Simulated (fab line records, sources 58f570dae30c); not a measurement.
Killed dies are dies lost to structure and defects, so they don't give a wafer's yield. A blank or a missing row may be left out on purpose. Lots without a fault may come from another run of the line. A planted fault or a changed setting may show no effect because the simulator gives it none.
fab line records | flow berkeley_cmos170
record lots=5 wafers=27
route steps=331 shown START@3 PWELL@48 SPACER@171 M2@272 M3@327
start_h: hours from the record's first day to the start of the lot's first wafer shown | wait_h: hours since the lot's step before | " the same as in the row above | L1.1+2: a row that stands for several wafers | - no value, or no start given | * or withheld: withheld | < > ~ a bound
route shown NAME@n: a module of which the file shows steps, and the number in the route of the first | usual: mean/standard deviation of fault-free wafers | same: alike in all rows | chamber/n: place in a boat | sites: the reading at each site | _std_site: their standard deviation | _edge_site: outer sites' mean less inner sites' | radius_mm: how far each site lies from the wafer's centre | mask NAME#n: copy n | behind: the tool/chamber that last shaped the wafer | hold: why the lot was held/for how many hours/how that ended | device: the transistor (n, p or np) that didn't switch | end of line: the same wafers' tests at the end of the route | a step without rows: its recipe alone | killed: dies lost to structure and defects at the first sort, not the wafer's yield | map: a wafer's dies, x killed, . not, _ none there
set.NAME: the setting as run; set.NAME@STEP: as run at that earlier step | model.NAME: the simulator's own value behind a step, which no gauge read
lots whose settings were changed on purpose; a table a step, a row a wafer
## steps
# step UCB170_START_OXIDATION_02
# recipe temp_c=950 ambient=O2 target_thk_a=200 ox_time_s=1800
# columns lot.wafer tool chamber start_h wait_h set.ox_time_s model.SiO2_of_START_OXIDATION_02.thk_nm
L074.1 - - - 1.8 1302 16.31
L074.2 " - " " 1302 16.09
L074.3 " - " " 1302 15.95
L074.4 " - " " 1302 16.04
L074.5 " - " " 1302 16.28
L074.6 " - " " 1302 16.23
L075.1 - - - 3.3 2256 22.91
L075.2 " - " " 2256 23.01
L075.3 " - " " 2256 23.09
L075.4 " - " " 2256 22.94
L075.5 " - " " 2256 23.11
L075.6 " - " " 2256 22.76
L079.1 - - - 1.0 1064 14.09
L079.2 " - " " 1064 14.01
L079.3 " - " " 1064 14.03
L079.4 " - " " 1064 13.95
L079.5 " - " " 1064 13.98
L079.6 " - " " 1064 14.36
L080.2+3 furnace-02 0 41.82 1.7 1800 19.66
L080.4 " 0 " " 1800 19.84
L082.1 - - - 4.2 1800 19.56
L082.2 " - " " 1800 19.71
L082.3 " - " " 1800 19.74
L082.4 " - " " 1800 20.13
L082.5 " - " " 1800 19.96
L082.6 " - " " 1800 19.89
# step UCB170_START_THK_MEAS_03
# recipe reads=SiO2_of_START_OXIDATION_02
# usual START_OXIDE_THK=19.86/0.24
# columns lot.wafer tool chamber start_h wait_h set.ox_time_s@START_OXIDATION_02 START_OXIDE_THK[nm]
L074.1 film_metro-01 - - - 1302 16.33
L074.2 " - " " 1302 16.07
L074.3 " - " " 1302 15.94
L074.4 " - " " 1302 16.07
L074.5 " - " " 1302 16.27
L074.6 " - " " 1302 16.23
L075.1 film_metro-01 - - - 2256 22.96
L075.2 " - " " 2256 23.03
L075.3 " - " " 2256 23.08
L075.4 " - " " 2256 22.93
L075.5 " - " " 2256 23.10
L075.6 " - " " 2256 22.76
L079.1 film_metro-01 - - - 1064 14.07
L079.2 " - " " 1064 13.96
L079.3 " - " " 1064 14.05
L079.4 " - " " 1064 13.93
L079.5 " - " " 1064 14.04
L079.6 " - " " 1064 14.35
L080.2 film_metro-02 - 43.33 0.0 1800 19.69
L080.3 " - " " 1800 19.62
L080.4 " - " " 1800 19.84
L082.1 film_metro-01 - - - 1800 19.56
L082.2 " - " " 1800 19.77
L082.3 " - " " 1800 19.76
L082.4 " - " " 1800 20.16
L082.5 " - " " 1800 19.97
L082.6 " - " " 1800 19.86
# step UCB170_PWELL_ETCH_14
# recipe chemistry=CH3F/Ar/O2 target=Si3N4 stop_on=SiO2 CH3F_flow_sccm=20 Ar_flow_sccm=50 O2_flow_sccm=7 pressure_mtorr=50 rf_w=450 target_depth_a=2420 over_etch_frac=0.1 time_s=151
# usual oes_product_au=0.940/0.015
# columns lot.wafer tool chamber start_h wait_h set.target_depth_a oes_product_au model.etch.depth_nm model.KrF_of_PWELL_COAT_08.thk_nm model.SiO2_of_PWELL_OXIDATION_02.thk_nm
L074.1 rie_diel-02 0 45.66 0.0 2031 0.968 204.1 745.8 22.73
L074.2 " 2 " " 2031 0.986 200.5 749.1 23.19
L074.3 " 1 " " 2420 0.966 220.4 722.1 21.61
L074.4 " 3 " " 2420 0.948 220.9 722.1 22.22
L074.5 " 1 " " 2420 0.963 219.4 720.3 21.88
L074.6 " 2 " " 2031 0.987 201.1 749 22.84
L075.1 rie_diel-03 1 49.81 0.0 3580 0.753 217.3 638 2.517
L075.2 " 0 " " 2420 0.944 219.5 720.5 21.87
L075.3 " 2 " " 2420 0.949 - 723.3 22.38
L075.4 " 3 " " 3580 0.768 219.2 647.2 4.39
L075.5 " 3 " " 3580 0.762 - 648.5 4.106
L075.6 " 0 " " 2420 0.947 - 721.4 22.4
L079.1 rie_diel-02 3 83.32 0.0 2420 0.933 219.2 724.6 21.65
L079.2 " 1 " " 1110 1.036 112.7 808.6 23.01
L079.3 " 2 " " 1110 0.992 108.8 814.2 23.83
L079.4 " 0 " " 2420 0.902 218.8 727 21.55
L079.5 " 3 " " 2420 0.932 217.5 728.8 22.03
L079.6 " 0 " " 1110 0.971 110.6 812.1 22.94
L080.2 rie_diel-01 1 85.24 0.0 2420 0.940 218.9 716.7 22.16
L080.3 " 3 " " 2420 0.931 217.8 714 21.74
L080.4 " 0 " " 2420 0.932 219.4 716.2 22.33
L082.1 rie_diel-03 2 88.18 0.0 3558 0.773 - 655.6 4.42
L082.2 " 3 " " 2420 0.936 217 727.9 22.36
L082.3 " 1 " " 3558 0.760 221.3 649.9 3.556
L082.4 " 0 " " 3558 0.758 - 654.6 4.724
L082.5 " 0 " " 2420 0.944 - 728.5 23.17
L082.6 " 1 " " 2420 0.947 220.6 723.8 22.35
# step UCB170_PWELL_IMPLANT_15
# recipe species=B dose_cm2=5e+12 energy_kev=60 tilt_deg=7
# step UCB170_PWELL_STRIP_16
# recipe chemistry=O2 power_w=400 pressure_mtorr=3500 platen_temp_c=withheld o2_flow_sccm=400 overash_fraction=0.5
# usual strip_time_to_endpoint_s=18.09/0.1
# columns lot.wafer tool chamber start_h wait_h set.target_depth_a@PWELL_ETCH_14 strip_time_to_endpoint_s
L074.1 plasma_asher-03 1 45.91 0.1 2031 18.60
L074.2 " 0 " " 2031 18.68
L074.3 " 0 " " 2420 18.03
L074.4 " 1 " " 2420 18.02
L074.5 " 1 " " 2420 17.99
L074.6 " 0 " " 2031 18.67
L075.1 plasma_asher-03 1 50.06 0.1 3580 16.01
L075.2 " 0 " " 2420 17.98
L075.3 " 0 " " 2420 18.07
L075.4 " 1 " " 3580 16.24
L075.5 " 1 " " 3580 16.27
L075.6 " 0 " " 2420 18.01
L079.1 plasma_asher-02 0 83.57 0.1 2420 18.09
L079.2 " 1 " " 1110 20.11
L079.3 " 0 " " 1110 20.23
L079.4 " 1 " " 2420 18.14
L079.5 " 1 " " 2420 18.19
L079.6 " 0 " " 1110 20.19
L080.2 plasma_asher-02 0 85.52 0.1 2420 17.89
L080.3 " 0 " " 2420 17.84
L080.4 " 1 " " 2420 17.89
L082.1 plasma_asher-01 1 88.43 0.1 3558 16.44
L082.2 " 0 " " 2420 18.16
L082.3 " 1 " " 3558 16.31
L082.4 " 0 " " 3558 16.42
L082.5 " 1 " " 2420 18.19
L082.6 " 0 " " 2420 18.07
# step UCB170_SPACER_CVD_00
# recipe material=SiO2 target_thk_nm=376 temp_c=390 precursor=TEOS/O2 time_s=47 rf_w=550 pressure_mtorr=9000
# columns lot.wafer tool chamber start_h wait_h set.time_s model.SiO2_of_SPACER_CVD_00.thk_nm
L074.1 pecvd-01 2 123.71 0.0 38.18 298.9
L074.2 " 0 " " 47 366
L074.3 " 1 " " 47 364.9
L074.4 " 2 " " 38.18 302.3
L074.5 " 1 " " 38.18 305.7
L074.6 " 0 " " 47 368.3
L075.1 pecvd-03 0 132.10 0.0 60.81 482.7
L075.2 " 2 " " 47 372.8
L075.3 " 1 " " 47 371.2
L075.4 " 0 " " 60.81 492.2
L075.5 " 2 " " 47 378
L075.6 " 1 " " 60.81 491.8
L080.2 pecvd-01 0 159.08 0.0 47 371.1
L080.3 " 2 " " 47 369.4
L080.4 " 0 " " 47 375.4
L082.1 pecvd-04 2 159.77 0.0 47 367.4
L082.2 " 1 " " 59.51 467.4
L082.3 " 0 " " 59.51 467.3
L082.4 " 1 " " 59.51 475
L082.5 " 0 " " 47 373.1
L082.6 " 2 " " 47 377.6
L079.1 pecvd-01 2 159.89 0.0 38.43 299.9
L079.2 " 0 " " 38.43 301.2
L079.3 " 1 " " 47 366
L079.4 " 2 " " 38.43 305.7
L079.5 " 1 " " 47 369.5
L079.6 " 0 " " 47 371.5
# step UCB170_SPACER_THK_MEAS_01
# recipe reads=SiO2_of_SPACER_CVD_00
# usual SPACER_TEOS_THK=374/5.2
# columns lot.wafer tool chamber start_h wait_h set.time_s@SPACER_CVD_00 SPACER_TEOS_THK[nm]
L074.1 film_metro-03 - 123.76 0.0 38.18 299
L074.2 " - " " 47 366
L074.3 " - " " 47 365
L074.4 " - " " 38.18 302
L074.5 " - " " 38.18 306
L074.6 " - " " 47 368
L075.1 film_metro-03 - 132.15 0.0 60.81 483
L075.2 " - " " 47 373
L075.3 " - " " 47 371
L075.4 " - " " 60.81 492
L075.5 " - " " 47 378
L075.6 " - " " 60.81 492
L080.2 film_metro-01 - 159.14 0.0 47 371
L080.3 " - " " 47 370
L080.4 " - " " 47 375
L082.1 film_metro-03 - 159.81 0.0 47 368
L082.2 " - " " 59.51 468
L082.3 " - " " 59.51 467
L082.4 " - " " 59.51 475
L082.5 " - " " 47 373
L082.6 " - " " 47 377
L079.1 film_metro-01 - 159.93 0.0 38.43 300
L079.2 " - " " 38.43 301
L079.3 " - " " 47 366
L079.4 " - " " 38.43 306
L079.5 " - " " 47 369
L079.6 " - " " 47 372
# step UCB170_SPACER_ANNEAL_02
# recipe temp_c=900 time_s=1800 ambient=N2
# step UCB170_SPACER_ETCHBACK_03
# recipe stop_on=Si target=SiO2 chemistry=CHF3/CF4/Ar CHF3_flow_sccm=50 cf4_flow_sccm=10 Ar_flow_sccm=120 pressure_mtorr=200 rf_w=500 target_depth_a=3760 time_s=100
# usual oes_product_au=0.897/0.012
# columns lot.wafer tool chamber start_h wait_h set.time_s@SPACER_CVD_00 oes_product_au model.etch.depth_nm
L074.1 rie_diel-04 0 126.98 0.0 38.18 0.782 298.9
L074.2 " 3 " " 47 0.882 366
L074.3 " 1 " " 47 0.877 364.9
L074.4 " 2 " " 38.18 0.764 302.3
L074.5 " 0 " " 38.18 0.792 305.7
L074.6 " 1 " " 47 0.882 368.3
L075.1 rie_diel-01 1 136.70 0.0 60.81 0.995 429.6
L075.2 " 2 " " 47 0.898 372.8
L075.3 " 3 " " 47 0.887 -
L075.4 " 0 " " 60.81 0.997 434
L075.5 " 3 " " 47 0.897 -
L075.6 " 0 " " 60.81 1.003 -
L080.2 rie_diel-01 0 164.28 0.0 47 0.890 371.1
L080.3 " 3 " " 47 0.883 369.4
L080.4 " 1 " " 47 0.891 375.4
L082.1 rie_diel-03 3 164.28 0.0 47 0.892 -
L082.2 " 0 " " 59.51 1.001 428.7
L082.3 " 1 " " 59.51 1.009 434.9
L082.4 " 2 " " 59.51 1.007 -
L082.5 " 3 " " 47 0.899 -
L082.6 " 2 " " 47 0.915 377.6
L079.1 rie_diel-01 3 164.35 0.1 38.43 0.758 299.9
L079.2 " 0 " " 38.43 0.768 301.2
L079.3 " 1 " " 47 0.885 366
L079.4 " 2 " " 38.43 0.785 305.7
L079.5 " 0 " " 47 0.884 369.5
L079.6 " 1 " " 47 0.897 371.5
# step UCB170_M2_SPUTTER_01
# recipe material=Al target_thk_nm=900 time_s=120 power_w=6000 chamber_pressure_pa=0.5
# columns lot.wafer tool chamber start_h wait_h set.time_s model.Al_of_M2_SPUTTER_01.thk_nm
L074.1 pvd_sputter-01 - 152.13 0.0 120 893.8
L074.2 " - " " 120 893.1
L074.3 " - " " 120 889.1
L074.4 " - " " 120 894.9
L074.5 " - " " 120 886.6
L074.6 " - " " 120 898
L075.1 pvd_sputter-01 - 163.76 0.0 120 903.9
L075.2 " - " " 120 911.1
L075.3+5 " - " " 179.8 1360
L075.4 " - " " 120 901.6
L075.6 " - " " 179.8 1353
L080.2 pvd_sputter-01 - 186.08 0.0 120 906.4
L080.3 " - " " 120 898.8
L080.4 " - " " 120 904.8
L082.1 pvd_sputter-02 - 186.27 0.0 93.67 680.5
L082.2 " - " " 120 886.7
L082.3 " - " " 120 877
L082.4 " - " " 93.67 678.4
L082.5 " - " " 93.67 682.3
L082.6 " - " " 120 875.5
L079.1 pvd_sputter-01 - 186.40 0.0 120 910.7
L079.2 " - " " 120 905.9
L079.3 " - " " 120 902.3
L079.4 " - " " 120 909.3
L079.5 " - " " 120 908.2
L079.6 " - " " 120 910.8
# step UCB170_M2_RS_MEAS_02
# recipe thk_meas_gauge=four-point-probe reads=Al_of_M2_SPUTTER_01
# usual M2_AL_RS=0.0324/0.0004
# columns lot.wafer tool chamber start_h wait_h set.time_s@M2_SPUTTER_01 M2_AL_RS[ohm/sq]
L074.1 film_metro-03 - 152.22 0.0 120 0.0324
L074.2 " - " " 120 0.0323
L074.3 " - " " 120 0.0327
L074.4 " - " " 120 0.0323
L074.5 " - " " 120 0.0327
L074.6 " - " " 120 0.0322
L075.1 film_metro-01 - 163.84 0.0 120 0.0321
L075.2 " - " " 120 0.0319
L075.3 " - " " 179.8 0.0212
L075.4 " - " " 120 0.0321
L075.5 " - " " 179.8 0.0212
L075.6 " - " " 179.8 0.0213
L080.2 film_metro-02 - 186.18 0.1 120 0.0318
L080.3 " - " " 120 0.0322
L080.4 " - " " 120 0.0320
L082.1 film_metro-03 - 186.36 0.0 93.67 0.0427
L082.2 " - " " 120 0.0327
L082.3 " - " " 120 0.0330
L082.4 " - " " 93.67 0.0430
L082.5 " - " " 93.67 0.0425
L082.6 " - " " 120 0.0331
L079.1 film_metro-02 - 186.49 0.0 120 0.0317
L079.2 " - " " 120 0.0319
L079.3 " - " " 120 0.0320
L079.4 " - " " 120 0.0318
L079.5 " - " " 120 0.0318
L079.6 " - " " 120 0.0317
# step UCB170_M2_THK_MEAS_03
# recipe thk_meas_gauge=xrf reads=Al_of_M2_SPUTTER_01
# usual M2_AL_THK=872/12
# columns lot.wafer tool chamber start_h wait_h set.time_s@M2_SPUTTER_01 M2_AL_THK[nm]
L074.1 film_metro-03 - 152.34 0.1 120 871
L074.2 " - " " 120 872
L074.3 " - " " 120 865
L074.4 " - " " 120 869
L074.5 " - " " 120 861
L074.6 " - " " 120 878
L075.1 film_metro-01 - 163.96 0.1 120 879
L075.2 " - " " 120 893
L075.3 " - " " 179.8 1323
L075.4 " - " " 120 884
L075.5 " - " " 179.8 1326
L075.6 " - " " 179.8 1324
L080.2 film_metro-02 - 186.29 0.1 120 882
L080.3 " - " " 120 881
L080.4 " - " " 120 883
L082.1 film_metro-03 - 186.48 0.1 93.67 666
L082.2 " - " " 120 867
L082.3 " - " " 120 854
L082.4 " - " " 93.67 660
L082.5 " - " " 93.67 665
L082.6 " - " " 120 851
L079.1 film_metro-02 - 186.61 0.1 120 892
L079.2 " - " " 120 883
L079.3 " - " " 120 883
L079.4 " - " " 120 885
L079.5 " - " " 120 885
L079.6 " - " " 120 889
# step UCB170_M3_METAL_ETCH_18
# recipe chemistry=Cl2/BCl3 target=Al stop_on=SiO2 pressure_mtorr=12 target_depth_a=11700 over_etch_frac=0.3 time_s=195 icp_w=600 bias_w=120 Cl2_flow_sccm=90 bcl3_flow_sccm=45
# columns lot.wafer tool chamber start_h wait_h set.target_depth_a
L074.1+2+3+4+5+6 rie_metal-03 0 159.21 - 11700
L075.1+2+3+4+5+6 rie_metal-01 0,1,0,1,0,1 173.72 - 11700
L080.2+3+4 rie_metal-03 0,1,0 194.91 - 11700
L082.1+4+6 rie_metal-01 1,1,0 195.94 - 11700
L082.2+3+5 " 0,0,1 " " 17680
L079.1+2+3+4+5+6 rie_metal-03 1,0,1,0,1,0 196.70 - 11700
# step UCB170_M3_STRIP_19
# recipe chemistry=O2 power_w=400 pressure_mtorr=3500 platen_temp_c=withheld o2_flow_sccm=400 overash_fraction=0.5
# step UCB170_M3_PROBE_99
# columns lot.wafer tool chamber start_h wait_h set.time_s@SPACER_CVD_00 model.etest.pmos_0p6.r_on_ohm_um model.etest.pldd.line_ohm_um model.etest.pldd.rs_ohm_sq model.etest.ppoly_line.line_ohm_um model.etest.npoly_line.line_ohm_um model.etest.pmos_0p35.r_on_ohm_um
L074.1 prober-01 - 159.93 0.1 38.18 6011 226.4 151.7 14.61 14.36 -
L074.3 prober-01 - 160.03 0.2 47 8319 1577 1089 14.74 14.29 4519
L074.4 prober-01 - 160.08 0.2 38.18 5907 208.2 139.7 14.8 14.6 -
L074.5 prober-01 - 160.13 0.2 38.18 6006 264.9 185 15.09 14.7 -
L075.1 prober-02 - 174.24 0.1 60.81 8724 2114 1119 790.1 640.4 4980
L075.2 prober-02 - 174.29 0.1 47 8446 2071 1116 15.35 14.94 4728
L075.3 prober-02 - 174.34 0.2 47 8424 2032 1103 15.21 15.12 4612
L075.4 prober-02 - 174.39 0.2 60.81 8905 2061 1129 864.2 839.3 5077
L075.5 prober-02 - 174.44 0.2 47 8475 2066 1118 15.43 14.76 4690
L075.6 prober-02 - 174.49 0.2 60.81 8923 2102 1133 830.5 788.3 5107
L080.2 prober-02 - 195.48 0.1 47 8065 1852 1094 15.19 14.87 4506
L080.3 prober-02 - 195.53 0.2 47 8226 1721 1040 14.9 14.63 4527
L080.4 prober-02 - 195.58 0.2 47 8184 1855 1097 15.02 14.76 4514
L082.1 prober-02 - 196.47 0.1 47 8425 1606 1108 14.63 14.43 4641
L082.2 prober-02 - 196.52 0.1 59.51 8683 1656 1122 705.5 421 4908
L082.3 prober-02 - 196.57 0.2 59.51 8620 1644 1114 690.9 373.5 4886
L082.5 prober-02 - 196.67 0.2 47 8402 1658 1112 15.04 14.59 4660
L082.6 prober-02 - 196.72 0.2 47 8488 1658 1116 14.87 14.29 4667
L079.1 prober-01 - 197.23 0.1 38.43 5892 198.5 127 15.04 14.73 -
L079.2 prober-01 - 197.28 0.1 38.43 6043 222.8 140.1 14.97 14.89 -
L079.4 prober-01 - 197.38 0.2 38.43 6251 336.7 213.2 15.09 14.88 -
L079.5 prober-01 - 197.43 0.2 47 8324 1688 1075 15.13 14.84 4601
# killed by level:class
L080.2 NWELL:area_etch=6 M1:geometric_particle:short=2 FIELD:geometric_particle:open=1 GATE:geometric_particle:short=1 SPACER:geometric_particle:short=1
L080.3 WELLDRIVE:geometric_particle:open=1 SPACER:geometric_particle:open=1 SILICIDE:geometric_particle:short=1 V2:geometric_particle:open=1
L080.4 SPACER:geometric_particle:short=2 SILICIDE:geometric_particle:open=1
## key
split step=UCB170_START_OXIDATION_02 setting=ox_time_s stated=1800 by=lot
response step=UCB170_START_OXIDATION_02 reading=model.SiO2_of_START_OXIDATION_02.thk_nm change=+0.134 per=1% r=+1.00
response step=UCB170_START_THK_MEAS_03 reading=START_OXIDE_THK change=+0.134 per=1% r=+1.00
split step=UCB170_PWELL_ETCH_14 setting=target_depth_a stated=2420 by=wafer
response step=UCB170_PWELL_ETCH_14 reading=oes_product_au change=-0.00283 per=1% r=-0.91
response step=UCB170_PWELL_ETCH_14 reading=model.etch.depth_nm shape=bent at_lowest=110.7 at_stated=219.1 at_highest=218.3
response step=UCB170_PWELL_ETCH_14 reading=model.KrF_of_PWELL_COAT_08.thk_nm change=-1.58 per=1% r=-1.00
response step=UCB170_PWELL_ETCH_14 reading=model.SiO2_of_PWELL_OXIDATION_02.thk_nm shape=bent at_lowest=23.26 at_stated=22.11 at_highest=3.671
response step=UCB170_PWELL_STRIP_16 reading=strip_time_to_endpoint_s change=* per=1% r=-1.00
split step=UCB170_SPACER_CVD_00 setting=time_s stated=47 by=wafer
response step=UCB170_SPACER_CVD_00 reading=model.SiO2_of_SPACER_CVD_00.thk_nm change=+3.71 per=1% r=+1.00
response step=UCB170_SPACER_THK_MEAS_01 reading=SPACER_TEOS_THK change=+3.72 per=1% r=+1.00
response step=UCB170_SPACER_ETCHBACK_03 reading=oes_product_au change=+0.00437 per=1% r=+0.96
response step=UCB170_SPACER_ETCHBACK_03 reading=model.etch.depth_nm change=+2.77 per=1% r=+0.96
response step=UCB170_M3_PROBE_99 reading=model.etest.pmos_0p6.r_on_ohm_um shape=bent at_lowest=5974 at_stated=8344 at_highest=8850
response step=UCB170_M3_PROBE_99 reading=model.etest.pldd.line_ohm_um shape=bent at_lowest=233.2 at_stated=1798 at_highest=2092
response step=UCB170_M3_PROBE_99 reading=model.etest.pldd.rs_ohm_sq shape=bent at_lowest=158.8 at_stated=1097 at_highest=1127
response step=UCB170_M3_PROBE_99 reading=model.etest.ppoly_line.line_ohm_um shape=bent at_lowest=14.83 at_stated=15.05 at_highest=828.3
split step=UCB170_M2_SPUTTER_01 setting=time_s stated=120 by=wafer
response step=UCB170_M2_SPUTTER_01 reading=model.Al_of_M2_SPUTTER_01.thk_nm change=+9.07 per=1% r=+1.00
response step=UCB170_M2_RS_MEAS_02 reading=M2_AL_RS change=-0.000254 per=1% r=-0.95
response step=UCB170_M2_THK_MEAS_03 reading=M2_AL_THK change=+8.81 per=1% r=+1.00
split step=UCB170_M3_METAL_ETCH_18 setting=target_depth_a stated=11700 by=wafer
response none clear
